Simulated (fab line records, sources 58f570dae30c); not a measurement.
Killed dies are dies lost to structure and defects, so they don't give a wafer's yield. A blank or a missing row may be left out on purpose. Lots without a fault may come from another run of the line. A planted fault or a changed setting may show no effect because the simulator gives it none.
Which tool did it? | flow berkeley_cmos170 | 14 lots, 42 wafers sampled, at 4 steps of a route of 331

WHAT THE GAUGES READ, wafer by wafer
UCB170_ACTIVE_CD_MEAS_90: target cd 1200 nm. Usual: cd_nm 1200.5 nm, standard deviation 1.3.
lot  | measured    | on        | cd_nm (nm)           | flag
L889 | day 4 16:43 | cd_sem-01 | 1199.8 1199.6 1200.2 |
L890 | day 4 16:57 | cd_sem-02 | 1200.1 1201.6 1201.3 |
L892 | day 5 00:20 | cd_sem-02 | 1199.5 1199.5 1200.4 |
L891 | day 5 00:00 | cd_sem-01 | 1201.1 1200.5 1200.7 |
L893 | day 5 00:13 | cd_sem-01 | 1202.0 1201.2 1201.8 |
L895 | day 5 07:32 | cd_sem-01 | 1201.3 1201.4 1202.7 |
L898 | day 6 11:14 | cd_sem-02 | 1200.4 1201.0 1202.2 |
L899 | day 6 21:08 | cd_sem-01 | 1198.8 1199.1 1198.7 |
L903 | day 6 20:11 | cd_sem-01 | 1200.4 1200.6 1199.0 |
L904 | day 7 03:51 | cd_sem-01 | 1199.6 1200.2 1200.9 |
L906 | day 7 16:38 | cd_sem-01 | 1199.8 1198.9 1198.4 |
L909 | day 9 01:28 | cd_sem-01 | 1200.9 1199.3 1199.6 |
L910 | day 9 01:43 | cd_sem-02 | 1198.4 1199.6 1199.6 |
L911 | day 9 02:36 | cd_sem-01 | 1202.1 1201.3 1202.0 |

UCB170_GATE_OVL_MEAS_13. Usual: GATE_OVL 0 nm, standard deviation 6.9.
lot  | measured     | on         | GATE_OVL (nm) | flag
L889 | day 6 15:36  | overlay-02 | -2 -3 4       |
L890 | day 6 15:19  | overlay-02 | -13 -10 -10   |
L892 | day 6 22:00  | overlay-01 | 2 -1 2        |
L891 | day 6 21:44  | overlay-01 | 6 -4 -1       |
L893 | day 6 21:27  | overlay-02 | -4 2 -3       |
L895 | day 7 01:28  | overlay-01 | 1 -4 3        |
L898 | day 7 23:56  | overlay-01 | 19 22 12      |
L899 | day 9 02:44  | overlay-02 | -1 3 7        |
L903 | day 8 14:46  | overlay-01 | -1 -7 -2      |
L904 | day 9 03:04  | overlay-02 | 1 5 9         |
L906 | day 9 18:34  | overlay-02 | 10 -5 6       |
L909 | day 11 00:52 | overlay-01 | 6 0 7         |
L910 | day 11 00:55 | overlay-02 | -3 -12 0      |
L911 | day 11 00:48 | overlay-02 | 0 -2 7        |

WHICH TOOL RAN EACH LOT (tool, then ch and the chambers of the sampled wafers, then the start)
lot  | UCB170_PWELL_DEVELOP_12          | UCB170_PFIELD_STRIP_08
L889 | litho_track-02 ch 0, day 3 07:00 | plasma_asher-03 ch 0,1, day 4 18:44
L890 | litho_track-02 ch 0, day 3 08:00 | plasma_asher-04 ch 0,1, day 4 18:47
L892 | litho_track-03 ch 0, day 3 15:00 | plasma_asher-04 ch 0,1, day 5 03:07
L891 | litho_track-02 ch 0, day 3 15:00 | plasma_asher-01 ch 0,1, day 5 02:25
L893 | litho_track-01 ch 0, day 3 15:00 | plasma_asher-01 ch 0,1, day 5 02:42
L895 | litho_track-01 ch 0, day 4 09:00 | plasma_asher-04 ch 0,1, day 5 09:20
L898 | litho_track-02 ch 0, day 5 04:00 | plasma_asher-03 ch 0,1, day 6 12:42
L899 | litho_track-02 ch 0, day 5 09:00 | plasma_asher-04 ch 0,1, day 6 23:34
L903 | litho_track-01 ch 0, day 5 14:00 | plasma_asher-04 ch 0,1, day 6 22:20
L904 | litho_track-03 ch 0, day 5 22:00 | plasma_asher-04 ch 1, day 7 05:38
L906 | litho_track-03 ch 0, day 6 14:00 | plasma_asher-01 ch 0,1, day 7 18:16
L909 | litho_track-03 ch 0, day 7 15:00 | plasma_asher-03 ch 0,1, day 9 05:04
L910 | litho_track-01 ch 0, day 7 15:00 | plasma_asher-01 ch 0,1, day 9 05:25
L911 | litho_track-01 ch 0, day 7 21:00 | plasma_asher-04 ch 0,1, day 9 05:19
- UCB170_PWELL_DEVELOP_12: develop time 45 s.
- UCB170_PFIELD_STRIP_08: strips in O2.

WHAT THE TOOLS THEMSELVES READ (means of the sampled wafers that have a number; where no wafer has one, the mark that the record gives instead)
UCB170_PWELL_DEVELOP_12. Usual: developer_temp_C 21.01 C, standard deviation 0.12.
lot  | tool           | developer_temp_C (C) | flag
L889 | litho_track-02 | 20.95                |
L890 | litho_track-02 | 21.13                |
L892 | litho_track-03 | 21.04                |
L891 | litho_track-02 | 21.17                |
L893 | litho_track-01 | 20.94                |
L895 | litho_track-01 | 20.96                |
L898 | litho_track-02 | 23.14                | OFF
L899 | litho_track-02 | 22.98                | OFF
L903 | litho_track-01 | 21.10                |
L904 | litho_track-03 | 21.00                |
L906 | litho_track-03 | 20.98                |
L909 | litho_track-03 | 20.94                |
L910 | litho_track-01 | 21.17                |
L911 | litho_track-01 | 20.89                |

UCB170_PFIELD_STRIP_08. Usual: drypump_motor_current_A 5.6 A, standard deviation 0.4; oes_product_au 0.734 a.u., standard deviation 0.0043; strip_time_to_endpoint_s 21.69 s, standard deviation 0.06.
lot  | tool            | drypump_motor_current_A (A) | oes_product_au (a.u.) | strip_time_to_endpoint_s (s) | flag
L889 | plasma_asher-03 | 5.0                         | 0.730                 | 21.65                        |
L890 | plasma_asher-04 | 5.6                         | 0.737                 | 21.66                        |
L892 | plasma_asher-04 | 5.7                         | 0.733                 | 21.72                        |
L891 | plasma_asher-01 | 6.0                         | 0.735                 | 21.64                        |
L893 | plasma_asher-01 | 6.0                         | 0.734                 | 21.72                        |
L895 | plasma_asher-04 | 5.7                         | 0.734                 | 21.76                        |
L898 | plasma_asher-03 | 4.9                         | 0.734                 | 21.78                        |
L899 | plasma_asher-04 | 5.7                         | 0.730                 | 21.71                        |
L903 | plasma_asher-04 | 5.7                         | 0.735                 | 21.65                        |
L904 | plasma_asher-04 | 5.8                         | 0.735                 | 21.77                        |
L906 | plasma_asher-01 | 6.0                         | 0.735                 | 21.72                        |
L909 | plasma_asher-03 | 5.0                         | 0.738                 | 21.67                        |
L910 | plasma_asher-01 | 5.9                         | 0.737                 | 21.65                        |
L911 | plasma_asher-04 | 5.7                         | 0.735                 | 21.58                        |

THE ANSWER, worked out from the rows above alone
Rule: a lot is off if the mean of its wafers that have a number lies more than 3 standard deviations from the usual mean. A lot without any number at a reading at which 4 lots or more have one is off too. The other lots that the step has rows for count as sound. The gauges are gone through in route order, then the tools' own readings, and for those a lot's mean is taken as printed above. The first step at which some lot is off is used, and at that step the reading that is off furthest; a lot without a number counts as furthest.
Off: L898, L899, at UCB170_PWELL_DEVELOP_12 (developer_temp_C).
A tool fits if, at that step or a process step before it, it ran every lot that is off, and no sound lot after the first of them. One fits: litho_track-02 at UCB170_PWELL_DEVELOP_12. Its last sound lot is L891 (day 3 15:00), its first lot that is off L898 (day 5 04:00): a fault that began between those two fits.
The tool's own readings at UCB170_PWELL_DEVELOP_12 bear it out: on the lots that are off they differ by more than 5 times the standard deviation of the sound lots' means. developer_temp_C reads 23.06 C there against 21.02 C on the sound lots.

WHAT THE SIMULATOR HAD PUT IN
Process parameter drift: litho_track-02, from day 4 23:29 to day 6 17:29, at UCB170_PWELL_DEVELOP_12. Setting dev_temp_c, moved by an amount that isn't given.
Lots struck among those shown: L898, L899. The rule above found the same.
